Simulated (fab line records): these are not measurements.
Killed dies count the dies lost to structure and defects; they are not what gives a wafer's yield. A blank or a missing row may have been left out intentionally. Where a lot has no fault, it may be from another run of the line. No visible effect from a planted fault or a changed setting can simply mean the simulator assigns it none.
Problem report, 8D (eight disciplines) form, completed by code -- flow berkeleyCmos170 -- the parts of the form that need people (team, actions taken, sign-off) are left out

== 1. WHAT WENT WRONG ==
At UCB170_PWELL_IMPLANT_15, beamEnergyKeV averages 57.377 over 6 wafers from 2 lots, while fault-free wafers read 60.003, standard deviation 0.018. So: -99 or more standard deviations from the usual mean.
First seen on wafer L342.1, day 6 23:32, on implanter-01. The record has a number at this step for 42 wafers belonging to 14 lots. Rule for "out" (also "out of limits"): further than 4 standard deviations from the usual mean. Any other wafer with a number is counted as sound.

== 2. WHAT IT IS, AND WHAT IT ISN'T ==
question,is,is not
which readings at this step,beamEnergyKeV,-
which lots,"L341, L342","L323, L325, L326, L327, L329, L333, L334, L335, L336, L339, L345, L346"
which wafers of those lots,all that have a number,-
read on which tools,implanter-01,"implanter-02, implanter-04"
when,from day 6 23:32,"up to then (30 sound wafers); but 6 sound wafers of L345, L346 came after"

== 3. THE SUSPECTS, EACH WITH WHAT RULES IT OUT ==
Counting: a tool at a process step up to the reading stays a suspect if it ran every lot that is out and no sound lot after the first of them.
- rieDiel-04 at UCB170_ZERO_ETCH_06 (etches SiO2 in CHF3/CF4/Ar, time 12 s): ruled out as a lasting fault. Following L341 (day 5 15:21), the first lot on it that is out, the sound lots L345 were run on it.
- implanter-01 at UCB170_PWELL_IMPLANT_15: kept. All lots that are out passed through it, beginning with L342 at day 6 23:32, and no sound lot followed; its final sound lot before that point was L339 at day 6 09:34. Its own readings are out on those wafers: beamEnergyKeV.
Remaining after the count: implanter-01 at UCB170_PWELL_IMPLANT_15.

== 4. THE CAUSE (what the simulator had put in) ==
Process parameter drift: implanter-01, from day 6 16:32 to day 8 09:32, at UCB170_PWELL_IMPLANT_15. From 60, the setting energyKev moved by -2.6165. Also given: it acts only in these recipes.
The count eliminated every tool but this one.

== 5. THE EFFECT CHAIN, in route order ==
Each row: a reading where the mean over the struck wafers with a number is more than 3 standard deviations away from the usual. Readings are gone through only where the record gives a usual standard deviation; hours: the median, over the lots, of the time from a lot's start at the first step in this table giving one to that lot's start at this step; sigmas: the change measured in usual standard deviations.
hours,step,reading,usual,on struck wafers,change,sigmas
0,UCB170_PWELL_IMPLANT_15,beamEnergyKeV,60.003,57.377,-2.626,-99 or more
Process steps it contains:
- UCB170_PWELL_IMPLANT_15
Later steps that measure or inspect, where all struck wafers having a row at the step show a number for every such reading and not one has moved that far: UCB170_M3_THK_MEAS_03.

== 6. HOW IT WOULD HAVE BEEN CAUGHT EARLIER ==
7 hours passed between the start of the fault at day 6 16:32 and the first reading out of limits in this record, taken at day 6 23:32.
